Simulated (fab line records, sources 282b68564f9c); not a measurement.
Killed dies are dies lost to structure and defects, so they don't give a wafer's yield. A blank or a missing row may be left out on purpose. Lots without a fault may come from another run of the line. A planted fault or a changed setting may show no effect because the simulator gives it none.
Tool commonality check | flow rit_cmos | 14 lots, 46 wafers sampled

WHY IT WAS OPENED
At RIT_PLDD_TW_MEAS_10 the reading PLDD_TW is flagged on 2 of 14 lots. Wafers without a fault read 2340, standard deviation 9.9.
Rule: a lot is flagged when every wafer of it that has a number lies more than 4 standard deviations from that mean, or none has a number. The other lots count as sound.

lot  | measured    | on            | PLDD_TW, wafer by wafer       | flag
L383 | day 2 22:27 | film_metro-03 | 2347 2348 2352                |
L384 | day 3 06:30 | film_metro-04 | 2333 2346 2334                |
L385 | day 3 11:49 | film_metro-04 | 2336 2349 2339                |
L386 | day 3 18:33 | film_metro-04 | 2331 2347 2329                |
L387 | day 3 22:59 | film_metro-03 | 2730 2732 2729 2722           | FLAGGED
L389 | day 4 07:29 | film_metro-03 | 2736 2731 2727 2733 2736 2740 | FLAGGED
L391 | day 4 20:32 | film_metro-03 | 2333 2328 2347                |
L398 | day 6 03:10 | film_metro-04 | 2363 2362 2351                |
L399 | day 6 05:46 | film_metro-02 | 2347 2349 2347                |
L400 | day 6 13:45 | film_metro-02 | 2352 2343 2352                |
L402 | day 6 23:52 | film_metro-02 | 2343 2330 2350                |
L403 | day 7 02:21 | film_metro-02 | 2330 2321 2323                |
L404 | day 7 09:35 | film_metro-03 | 2340 2348 2330                |
L406 | day 7 16:57 | film_metro-04 | 2348 2338 2344                |
The numbers of the flagged lots are 2732 on average: +392 against the usual, or +40 standard deviations.

WHICH TOOL RAN EACH LOT
The record holds 1 process step before the reading, out of a route of 202 steps. In each cell: the tool, then ch and the chambers that the sampled wafers went through, then the start.
lot  | flag    | RIT_PLDD_IMPLANT_08
L383 |         | implanter-04 ch 0, day 2 22:07
L384 |         | implanter-02 ch 0, day 3 06:11
L385 |         | implanter-02 ch 0, day 3 11:31
L386 |         | implanter-04 ch 0, day 3 18:14
L387 | FLAGGED | implanter-03 ch 0, day 3 22:05
L389 | FLAGGED | implanter-04 ch 0, day 4 06:51
L391 |         | implanter-03 ch 0, day 4 20:13
L398 |         | implanter-02 ch 0, day 6 02:50
L399 |         | implanter-03 ch 0, day 6 05:26
L400 |         | implanter-03 ch 0, day 6 13:26
L402 |         | implanter-03 ch 0, day 6 23:33
L403 |         | implanter-03 ch 0, day 7 02:02
L404 |         | implanter-02 ch 0, day 7 09:16
L406 |         | implanter-04 ch 0, day 7 16:38
What these steps do:
- RIT_PLDD_IMPLANT_08
- RIT_PLDD_TW_MEAS_10

FLAGGED OVER TOTAL, TOOL BY TOOL (the gauges that took the reading come last)
step                | tool          | lots run | flagged | share of the flagged lots | sound lots run after its first flagged lot
RIT_PLDD_IMPLANT_08 | implanter-02  | 4        | 0       | none                      | -
RIT_PLDD_IMPLANT_08 | implanter-03  | 6        | 1       | some                      | 5 (L391,L399,L400,L402,L403)
RIT_PLDD_IMPLANT_08 | implanter-04  | 4        | 1       | some                      | 1 (L406)
RIT_PLDD_TW_MEAS_10 | film_metro-02 | 4        | 0       | none                      | -
RIT_PLDD_TW_MEAS_10 | film_metro-03 | 5        | 2       | all                       | 2 (L391,L404)
RIT_PLDD_TW_MEAS_10 | film_metro-04 | 5        | 0       | none                      | -

WHAT THE TABLE ALLOWS
1 row of the table ran every flagged lot: film_metro-03 at RIT_PLDD_TW_MEAS_10.
- film_metro-03 at RIT_PLDD_TW_MEAS_10: 2 of its 5 lots flagged. Sound lots ran on it after the first flagged one (L391, L404), which a lasting fault on the whole tool wouldn't allow.
No row of the table ran every flagged lot and no sound lot after the first.

WHAT THE SIMULATOR HAD PUT IN
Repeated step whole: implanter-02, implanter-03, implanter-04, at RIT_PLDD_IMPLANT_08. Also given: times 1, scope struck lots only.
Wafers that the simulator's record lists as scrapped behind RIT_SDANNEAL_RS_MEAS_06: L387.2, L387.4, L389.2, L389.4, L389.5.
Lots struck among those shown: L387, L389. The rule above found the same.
